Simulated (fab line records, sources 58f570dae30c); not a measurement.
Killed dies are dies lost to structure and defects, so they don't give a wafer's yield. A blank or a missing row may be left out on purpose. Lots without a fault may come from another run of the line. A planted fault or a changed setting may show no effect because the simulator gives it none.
Which tool did it? | flow berkeley_cmos170 | 14 lots, 42 wafers sampled, at 5 steps of a route of 331

WHAT THE GAUGES READ, wafer by wafer
UCB170_PFIELD_TW_MEAS_09.
lot  | measured    | on            | PFIELD_TW
L377 | day 4 21:48 | film_metro-03 | 595 593 590
L378 | day 4 21:59 | film_metro-02 | 601 599 601
L380 | day 5 14:00 | film_metro-02 | 598 601 601
L379 | day 5 12:53 | film_metro-02 | 603 599 598
L381 | day 5 13:57 | film_metro-03 | 591 587 589
L384 | day 6 11:01 | film_metro-03 | 591 588 590
L383 | day 6 13:49 | film_metro-02 | 599 600 599
L382 | day 6 14:01 | film_metro-04 | 604 603 602
L386 | day 6 20:13 | film_metro-04 | 1357 1360 1360
L385 | day 6 19:56 | film_metro-02 | 598 600 600
L388 | day 6 20:20 | film_metro-02 | 1352 1352 1355
L387 | day 6 19:40 | film_metro-02 | 598 596 596
L389 | day 7 11:42 | film_metro-04 | 1368 1352 1359
L390 | day 7 22:40 | film_metro-04 | 1370 1371 1365

UCB170_PSD_CD_MEAS_06: target cd 1200 nm.
lot  | measured     | on        | cd_nm (nm)
L377 | day 7 22:56  | cd_sem-02 | 1200.4 1199.8 1198.3
L378 | day 7 23:26  | cd_sem-01 | 1197.7 1197.5 1198.0
L380 | day 8 05:38  | cd_sem-01 | 1201.4 1200.2 1202.0
L379 | day 8 06:05  | cd_sem-01 | 1200.8 1199.0 1201.6
L381 | day 8 05:54  | cd_sem-01 | 1201.5 1200.8 1199.7
L384 | day 9 02:30  | cd_sem-02 | 1204.1 1203.4 1202.5
L383 | day 9 01:59  | cd_sem-01 | 1197.9 1197.5 1197.0
L382 | day 9 02:17  | cd_sem-02 | 1199.1 1199.7 1198.9
L386 | day 9 11:04  | cd_sem-02 | 1200.4 1199.9 1198.6
L385 | day 9 10:15  | cd_sem-01 | 1199.7 1200.7 1200.6
L388 | day 9 10:43  | cd_sem-01 | 1199.7 1199.9 1201.1
L387 | day 9 10:20  | cd_sem-02 | 1205.0 1204.6 1204.0
L389 | day 10 01:55 | cd_sem-01 | 1197.3 1195.9 1198.1
L390 | day 10 19:02 | cd_sem-02 | 1199.2 1198.7 1198.8

WHICH TOOL RAN EACH LOT (tool, then ch and the chambers of the sampled wafers, then the start)
lot  | UCB170_PWELL_STRIP_16               | UCB170_PFIELD_IMPLANT_07       | UCB170_PVT_STRIP_08
L377 | plasma_asher-01 ch 0,1, day 3 12:00 | implanter-03 ch 0, day 4 21:33 | plasma_asher-03 ch 0,1, day 6 19:46
L378 | plasma_asher-03 ch 1, day 3 12:14   | implanter-01 ch 0, day 4 21:44 | plasma_asher-03 ch 0,1, day 6 19:17
L380 | plasma_asher-02 ch 0,1, day 3 22:10 | implanter-03 ch 0, day 5 13:45 | plasma_asher-01 ch 0,1, day 7 05:07
L379 | plasma_asher-01 ch 0,1, day 3 22:22 | implanter-03 ch 0, day 5 12:38 | plasma_asher-01 ch 0,1, day 7 05:44
L381 | plasma_asher-03 ch 0,1, day 4 04:13 | implanter-01 ch 0, day 5 13:42 | plasma_asher-03 ch 0,1, day 7 05:17
L384 | plasma_asher-03 ch 0,1, day 4 18:00 | implanter-02 ch 0, day 6 10:46 | plasma_asher-01 ch 0,1, day 7 22:54
L383 | plasma_asher-01 ch 0,1, day 4 18:37 | implanter-03 ch 0, day 6 13:34 | plasma_asher-02 ch 0, day 7 22:50
L382 | plasma_asher-02 ch 0,1, day 4 18:43 | implanter-01 ch 0, day 6 13:46 | plasma_asher-03 ch 0,1, day 7 22:53
L386 | plasma_asher-02 ch 0,1, day 5 04:14 | implanter-01 ch 0, day 6 19:59 | plasma_asher-02 ch 0,1, day 8 06:49
L385 | plasma_asher-01 ch 0,1, day 5 04:21 | implanter-03 ch 0, day 6 19:41 | plasma_asher-01 ch 0,1, day 8 06:32
L388 | plasma_asher-02 ch 0,1, day 5 12:46 | implanter-03 ch 0, day 6 20:06 | plasma_asher-02 ch 0,1, day 8 06:31
L387 | plasma_asher-03 ch 0,1, day 5 12:50 | implanter-01 ch 0, day 6 19:26 | plasma_asher-03 ch 0,1, day 8 06:43
L389 | plasma_asher-01 ch 0,1, day 5 21:23 | implanter-03 ch 0, day 7 11:29 | plasma_asher-03 ch 0,1, day 8 23:14
L390 | plasma_asher-02 ch 0,1, day 6 07:33 | implanter-01 ch 0, day 7 22:25 | plasma_asher-01 ch 0,1, day 9 14:53
- UCB170_PWELL_STRIP_16: strips in O2.
- UCB170_PFIELD_IMPLANT_07
- UCB170_PVT_STRIP_08: strips in O2.

WHAT THE TOOLS THEMSELVES READ (means of the sampled wafers that have a number; where no wafer has one, the mark that the record gives instead)
UCB170_PWELL_STRIP_16.
lot  | tool            | chamber_pressure_mTorr (mTorr) | drypump_motor_current_A (A) | oes_product_au (a.u.) | strip_time_to_endpoint_s (s)
L377 | plasma_asher-01 | 3500                           | 5.7                         | 0.724                 | 18.06
L378 | plasma_asher-03 | 3502                           | 5.7                         | 0.720                 | 18.20
L380 | plasma_asher-02 | 3504                           | 5.1                         | 0.718                 | 18.02
L379 | plasma_asher-01 | 3499                           | 5.6                         | 0.718                 | 18.10
L381 | plasma_asher-03 | 3503                           | 5.2                         | 0.724                 | 18.19
L384 | plasma_asher-03 | 3500                           | 5.4                         | 0.718                 | 18.03
L383 | plasma_asher-01 | 3502                           | 5.6                         | 0.718                 | 18.13
L382 | plasma_asher-02 | 3497                           | 5.1                         | 0.719                 | 18.08
L386 | plasma_asher-02 | 3501                           | 5.1                         | 0.722                 | 18.09
L385 | plasma_asher-01 | 3502                           | 5.5                         | 0.727                 | 18.08
L388 | plasma_asher-02 | 3499                           | 5.2                         | 0.720                 | 18.13
L387 | plasma_asher-03 | 3498                           | 5.4                         | 0.716                 | 17.94
L389 | plasma_asher-01 | 3503                           | 5.5                         | 0.722                 | 18.06
L390 | plasma_asher-02 | 3502                           | 5.2                         | 0.721                 | 17.98

UCB170_PVT_STRIP_08.
lot  | tool            | chamber_pressure_mTorr (mTorr) | drypump_motor_current_A (A) | oes_product_au (a.u.) | strip_time_to_endpoint_s (s)
L377 | plasma_asher-03 | 3498                           | 5.2                         | 0.736                 | 21.59
L378 | plasma_asher-03 | 3503                           | 5.4                         | 0.733                 | 21.67
L380 | plasma_asher-01 | 3500                           | 5.7                         | 0.737                 | 21.62
L379 | plasma_asher-01 | 3499                           | 5.6                         | 0.731                 | 21.73
L381 | plasma_asher-03 | 3499                           | 5.4                         | 0.732                 | 21.59
L384 | plasma_asher-01 | 3502                           | 5.6                         | 0.732                 | 21.60
L383 | plasma_asher-02 | 3503                           | 5.2                         | 0.739                 | 21.73
L382 | plasma_asher-03 | 3502                           | 5.2                         | 0.730                 | 21.67
L386 | plasma_asher-02 | 3499                           | 5.2                         | 0.735                 | 21.59
L385 | plasma_asher-01 | 3496                           | 5.5                         | 0.733                 | 21.62
L388 | plasma_asher-02 | 3498                           | 5.1                         | 0.732                 | 21.67
L387 | plasma_asher-03 | 3501                           | 5.4                         | 0.735                 | 21.71
L389 | plasma_asher-03 | 3504                           | 5.2                         | 0.735                 | 21.62
L390 | plasma_asher-01 | 3500                           | 5.7                         | 0.738                 | 21.60

THE ANSWER, worked out from the rows above alone
Rule: what is usual is taken from the lots themselves. Put in order of their means at a reading, lots are off if they are a third of the lots or fewer, leave a main group of 4 or more, and stand apart from it by a gap of 3 or more times the standard deviation of the main group's means; of several such gaps the widest counts. A main group whose means are all the same, to the digits that the tables above print for the reading, isn't used. A lot without any number at a reading at which 4 lots or more have one is off too. The other lots that the step has rows for count as sound. The gauges are gone through in route order, then the tools' own readings, and for those a lot's mean is taken as printed above. The first step at which some lot is off is used, and at that step the reading that is off furthest; a lot without a number counts as furthest.
Off: L386, L388, L389, L390, at UCB170_PFIELD_TW_MEAS_09 (PFIELD_TW). The main group: mean 597, standard deviation 4.6.
A tool fits if, at a process step before that reading, it ran every lot that is off, and no sound lot after the first of them. The gauges at UCB170_PFIELD_TW_MEAS_09 are tried like those tools. None of those tried fits.

WHAT THE SIMULATOR HAD PUT IN
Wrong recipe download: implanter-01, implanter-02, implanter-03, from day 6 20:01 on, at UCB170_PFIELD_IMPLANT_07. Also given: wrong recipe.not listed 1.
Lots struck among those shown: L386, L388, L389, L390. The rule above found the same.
